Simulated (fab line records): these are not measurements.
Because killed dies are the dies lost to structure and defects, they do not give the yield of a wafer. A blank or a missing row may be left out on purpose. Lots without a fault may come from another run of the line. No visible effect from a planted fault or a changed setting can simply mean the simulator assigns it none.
Which tool is to blame? + flow rit-cmos + 6 lots, 18 wafers sampled, at 2 steps of a route of 202

WHAT THE GAUGES SHOWED, per wafer
RIT_ACTIVE_THK_MEAS_02.
| lot  | measured    | on            | ACTIVE_OXIDE_THK (nm) |
|------|-------------|---------------|-----------------------|
| L705 | day 1 17:05 | film-metro-02 | 48.1 48.3 48.7        |
| L713 | day 3 09:04 | film-metro-04 | 42.1 41.8 42.0        |
| L716 | day 4 00:04 | film-metro-03 | 48.2 48.2 47.9        |
| L718 | day 4 10:35 | film-metro-02 | 47.4 48.0 48.0        |
| L721 | day 5 01:03 | film-metro-04 | 46.5 45.6 46.3        |
| L724 | day 5 16:04 | film-metro-04 | 48.6 49.1 48.9        |

TOOL THAT RAN EACH LOT (tool first, then ch and the chambers of the sampled wafers, then the start)
| lot  | RIT_ACTIVE_OXIDATION_01      |
|------|------------------------------|
| L705 | furnace-01 ch 0, day 1 15:09 |
| L713 | furnace-01 ch 0, day 3 07:07 |
| L716 | furnace-02 ch 0, day 3 22:07 |
| L718 | furnace-02 ch 0, day 4 08:38 |
| L721 | furnace-03 ch 0, day 4 23:07 |
| L724 | furnace-03 ch 0, day 5 14:07 |
- RIT_ACTIVE_OXIDATION_01: target thk 46.8 nm, ox time 3360 s.

THE ANSWER, worked out from the rows above alone
Rule: usual is defined by the lots themselves. Put in order of their means at a reading, lots are off if they are a third of the lots or fewer, leave a main group of 4 or more, and stand apart from it by a gap of 3 or more times the standard deviation of the main group's means; of several such gaps the widest counts. Not used: any main group whose means are identical at the precision the tables above print for the reading. Also off: a lot with no number at a reading for which 4 or more lots have one. Where the step has rows for the other lots, those lots are counted as sound.
Off: L713, seen at RIT_ACTIVE_THK_MEAS_02 (ACTIVE_OXIDE_THK). For the main group the mean is 47.9 nm and the standard deviation 0.93.
A tool fits if, at a process step before that reading, it ran every lot that is off, and no sound lot after the first of them. Gauges at RIT_ACTIVE_THK_MEAS_02: tried the same way as those tools. One candidate fits, namely furnace-01 at RIT_ACTIVE_OXIDATION_01. Its last sound lot is L705 (day 1 15:09), its first lot that is off L713 (day 3 07:07): a fault that began between those two fits.

WHAT WAS PUT IN BY THE SIMULATOR
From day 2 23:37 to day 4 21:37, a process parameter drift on furnace-01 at RIT_ACTIVE_OXIDATION_01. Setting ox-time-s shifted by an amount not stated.
Shown lots that were struck: L713. The rule above reached the same finding.
